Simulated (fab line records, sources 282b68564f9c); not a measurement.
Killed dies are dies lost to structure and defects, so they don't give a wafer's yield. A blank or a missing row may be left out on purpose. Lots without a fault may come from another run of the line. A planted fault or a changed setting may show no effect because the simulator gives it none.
A struck lot beside a sound one | flow rit_cmos | 15 steps out of a route of 202
Sound: wafers L757.2, L757.3, L757.4. Struck: wafers L760.1, L760.5, L760.6. The cause comes at the end.
At each step with rows: each side's tool, then ch and its chambers, then its first start. Under that, the readings that differ: sound wafers | struck wafers | difference of the means | sigmas: that difference in standard deviations of wafers without a fault.
alike: readings whose means differ by less than 2 such deviations, and words and numbers that are the same on both sides. not compared: withheld readings, readings that some wafer has no value for, bounds like >300 that may hide the same value, and numbers for which the record gives no deviation and whose values overlap.
The two part at a step that has a row with sigmas, a row that says differs or no value, or rows on one side only. Numbers that don't overlap but have no deviation are shown without sigmas and don't part them. A reading that every wafer of one side lacks parts them only if that side has two wafers or more.

RIT_SDANNEAL_RS_MEAS_07: measures by four-point-probe.
  sound on film_metro-03, day 3 02:46; struck on film_metro-02, day 3 19:59
  alike: NLDD_RS
then, 1 step without rows for these wafers: RIT_SILICIDE_WET_ETCH_00 (etches SiO2 in BOE, target depth 14 nm, time 15 s).
RIT_SILICIDE_SPUTTER_01: material Ti, target thk 30 nm, time 231.4 s.
  sound on pvd_sputter-03, day 3 02:52; struck on pvd_sputter-03, day 3 20:07
  alike: throttle_valve_pct
RIT_SILICIDE_RS_MEAS_02: measures by four-point-probe.
  sound on film_metro-03, day 3 03:02; struck on film_metro-02, day 3 20:16
  alike: SILICIDE_TI_RS
RIT_SILICIDE_THK_MEAS_03: measures by xrf.
  sound on film_metro-03, day 3 03:09; struck on film_metro-02, day 3 20:23
  alike: SILICIDE_TI_THK
RIT_SILICIDE_RTA_04: time 10 s, ramp up 5 s, ramp down 5 s.
  sound on rtp_anneal-02 ch 0, day 3 03:13; struck on rtp_anneal-01 ch 0, day 3 20:27
  reading           | sound             | struck            | difference | sigmas
  anneal_temp_c_max | 653.9 654.5 654.6 | 653.0 652.9 652.7 | -1.5       | -2
  alike: wafer_temp_C_max
then, 1 step without rows for these wafers: RIT_SILICIDE_WET_ETCH_05 (etches Ti in SPM, time 120 s).
RIT_SILICIDE_RTA_06: time 10 s, ramp up 5 s, ramp down 10 s.
  sound on rtp_anneal-01 ch 0, day 3 03:19; struck on rtp_anneal-02 ch 0, day 3 20:34
  alike: anneal_temp_c_max, wafer_temp_C_max
RIT_CONTACT_CVD_00: deposits SiO2 from TEOS, target thk 400 nm, time 61 s.
  sound on pecvd-03 ch 0,1, day 3 03:23; struck on pecvd-03 ch 0,2, day 3 20:41
  alike: heater_power_w
RIT_CONTACT_THK_MEAS_01:
  sound on film_metro-03, day 3 03:26; struck on film_metro-01, day 3 20:44
  alike: CONTACT_TEOS_THK
then, 2 steps without rows for these wafers: RIT_CONTACT_HMDS_02 (prime time 60 s); RIT_CONTACT_COAT_03 (resist thk 1000 nm).
RIT_CONTACT_SOFTBAKE_04: time 60 s.
  sound on litho_track-01 ch 0, day 3 03:49; struck on litho_track-04 ch 0, day 3 21:06
  reading                  | sound             | struck            | difference | sigmas
  heater_power_total_W (W) | 34.53 34.65 34.52 | 35.41 35.37 35.38 | +0.82      | +18
  plate_temp_C (C)         | 90.02 90.11 90.22 | 91.49 91.55 91.50 | +1.40      | +11
then, 1 step without rows for these wafers: RIT_CONTACT_EXPOSE_05 (exposes mask M11, target cd 1000 nm).
RIT_M1_PROBE_99:
  sound on prober-01, day 3 10:05; struck on prober-02, day 4 03:14
  alike: killed_at_M0_to_M3, killed_at_contacts, killed_at_front_end, killed_dies, killed_open, killed_short

WHERE THEY PART
First at RIT_SILICIDE_RTA_04; last, within this record, at RIT_CONTACT_SOFTBAKE_04. Later steps at which nothing parts them and some readings are alike: RIT_M1_PROBE_99.

WHY: what the simulator had put in
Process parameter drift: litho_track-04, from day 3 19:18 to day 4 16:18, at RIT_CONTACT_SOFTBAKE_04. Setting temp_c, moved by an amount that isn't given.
